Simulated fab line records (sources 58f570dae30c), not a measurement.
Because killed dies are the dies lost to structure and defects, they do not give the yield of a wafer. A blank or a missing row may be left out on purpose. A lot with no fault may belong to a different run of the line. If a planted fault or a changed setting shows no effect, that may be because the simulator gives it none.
Tool commonality check    flow berkeley cmos170    48 wafers sampled across 14 lots

REASON FOR OPENING
UCB170_PSD_TW_MEAS_10, reading PSD_TW: flagged on 2 of 14 lots. No-fault wafers: 2312, standard deviation 25.
Rule: a lot is flagged in two cases, either no wafer of it has a number, or all its wafers with numbers fall more than 4 standard deviations from that mean. The rest of the lots are taken to be sound.

lot   measured      on             PSD_TW, wafer by wafer         flag
L750  day 8 02:55   film metro-04  2314 2318 2310                 
L752  day 8 03:38   film metro-02  2307 2297 2302                 
L751  day 8 03:55   film metro-01  2341 2347 2344                 
L754  day 8 09:04   film metro-01  2338 2337 2335                 
L756  day 9 02:53   film metro-02  2280 2293 2291                 
L757  day 9 03:07   film metro-01  2345 2343 2339                 
L758  day 9 03:10   film metro-02  2303 2279 2297                 
L759  day 9 03:44   film metro-02  2296 2286 2288                 
L762  day 10 11:37  film metro-02  2134 2103 2116 2119 2117 2123  FLAGGED
L764  day 10 11:43  film metro-04  2339 2341 2344                 
L765  day 10 12:05  film metro-02  2139 2124 2132 2129 2120 2118  FLAGGED
L768  day 11 12:22  film metro-01  2328 2332 2323                 
L770  day 11 12:36  film metro-02  2290 2283 2272                 
L771  day 12 01:38  film metro-02  2289 2279 2279                 
The mean of the flagged lots' numbers is 2123, -189 from the usual (-8 standard deviations).

LOT BY LOT: THE TOOL USED
Before the reading, the record contains 3 process steps out of a 331-step route. Each cell gives the tool, then ch followed by the chambers the sampled wafers passed through, then the start.
lot   flag     UCB170_GATE_ETCH_14                 UCB170_PSD_IMPLANT_08            UCB170_PSD_STRIP_09
L750           rie diel-04 ch 0,2,3, day 7 08:19   implanter-02 ch 0, day 8 02:42   plasma asher-02 ch 0,1, day 8 02:50
L752           rie diel-03 ch 0,1, day 7 07:32     implanter-04 ch 0, day 8 03:24   plasma asher-03 ch 0,1, day 8 03:31
L751           rie diel-03 ch 1,3, day 7 08:37     implanter-02 ch 0, day 8 03:40   plasma asher-03 ch 0,1, day 8 03:49
L754           rie diel-04 ch 0,2, day 7 21:51     implanter-04 ch 0, day 8 08:49   plasma asher-03 ch 0,1, day 8 08:58
L756           rie diel-04 ch 1,2,3, day 8 12:58   implanter-01 ch 0, day 9 02:40   plasma asher-03 ch 0,1, day 9 02:47
L757           rie diel-02 ch 1,2,3, day 8 13:14   implanter-02 ch 0, day 9 02:52   plasma asher-01 ch 0,1, day 9 03:00
L758           rie diel-04 ch 2,3, day 8 13:22     implanter-04 ch 0, day 9 02:55   plasma asher-03 ch 0,1, day 9 03:04
L759           rie diel-03 ch 0,2,3, day 8 13:32   implanter-01 ch 0, day 9 03:29   plasma asher-03 ch 0,1, day 9 03:38
L762  FLAGGED  rie diel-04 ch 0,2, day 9 22:02     implanter-02 ch 0, day 10 11:15  plasma asher-03 ch 0,1, day 10 11:30
L764           rie diel-02 ch 0,1,3, day 9 22:17   implanter-04 ch 0, day 10 11:28  plasma asher-02 ch 0,1, day 10 11:37
L765  FLAGGED  rie diel-03 ch 0,2,3, day 9 22:10   implanter-02 ch 0, day 10 11:41  plasma asher-03 ch 0,1, day 10 11:59
L768           rie diel-04 ch 0,1,2, day 11 01:20  implanter-04 ch 0, day 11 12:09  plasma asher-02 ch 0,1, day 11 12:16
L770           rie diel-04 ch 0,1, day 11 01:42    implanter-01 ch 0, day 11 12:21  plasma asher-03 ch 0,1, day 11 12:30
L771           rie diel-03 ch 0,1,2, day 11 14:43  implanter-01 ch 0, day 12 01:23  plasma asher-02 ch 0,1, day 12 01:32
What is done by these steps:
- UCB170_GATE_ETCH_14: etches BARC in N2/H2.
- UCB170_PSD_IMPLANT_08
- UCB170_PSD_STRIP_09: strips in O2.
- UCB170_PSD_TW_MEAS_10

FLAGGED OVER TOTAL, TOOL BY TOOL (the gauges that took the reading come last)
step                   tool             lots run  flagged  share of the flagged lots  sound lots run after its first flagged lot
UCB170_GATE_ETCH_14    rie diel-02      2         0        none                       -
UCB170_GATE_ETCH_14    rie diel-03      5         1        some                       1 (L771)
UCB170_GATE_ETCH_14    rie diel-04      7         1        some                       2 (L768,L770)
UCB170_PSD_IMPLANT_08  implanter-01     4         0        none                       -
UCB170_PSD_IMPLANT_08  implanter-02     5         2        all                        0
UCB170_PSD_IMPLANT_08  implanter-04     5         0        none                       -
UCB170_PSD_STRIP_09    plasma asher-01  1         0        none                       -
UCB170_PSD_STRIP_09    plasma asher-02  4         0        none                       -
UCB170_PSD_STRIP_09    plasma asher-03  9         2        all                        1 (L770)
UCB170_PSD_TW_MEAS_10  film metro-01    4         0        none                       -
UCB170_PSD_TW_MEAS_10  film metro-02    8         2        all                        2 (L770,L771)
UCB170_PSD_TW_MEAS_10  film metro-04    2         0        none                       -

THE TABLE: WHAT IT ALLOWS
All flagged lots were run by 3 table rows, namely implanter-02 at UCB170_PSD_IMPLANT_08, plasma asher-03 at UCB170_PSD_STRIP_09, film metro-02 at UCB170_PSD_TW_MEAS_10.
- implanter-02 at UCB170_PSD_IMPLANT_08 ran 5 lots, 2 of them flagged. A fault beginning between L757 (day 9 02:52), its last sound lot, and L762 (day 10 11:15), its first flagged one, fits the data. Its own readings (beam on s, faraday current uA) fall more than 4 standard deviations out on all wafers of the flagged lots.
- plasma asher-03 at UCB170_PSD_STRIP_09 ran 9 lots, 2 of them flagged. Sound lots followed the first flagged one (L770) on it, something a lasting fault affecting the whole tool could not allow. Its own readings (oes product au, strip time to endpoint s) fall more than 4 standard deviations out on all wafers of the flagged lots.
- film metro-02 at UCB170_PSD_TW_MEAS_10 ran 8 lots, 2 of them flagged. Sound lots followed the first flagged one (L770, L771) on it, something a lasting fault affecting the whole tool could not allow.
Left over: one tool, implanter-02 at UCB170_PSD_IMPLANT_08.

WHAT HAD BEEN PUT IN BY THE SIMULATOR
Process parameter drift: implanter-02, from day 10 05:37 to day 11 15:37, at UCB170_PSD_IMPLANT_08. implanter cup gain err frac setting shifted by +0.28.
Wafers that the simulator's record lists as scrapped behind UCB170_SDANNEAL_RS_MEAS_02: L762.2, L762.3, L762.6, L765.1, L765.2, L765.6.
Lots struck among those shown: L762, L765. The rule above reached the same finding.
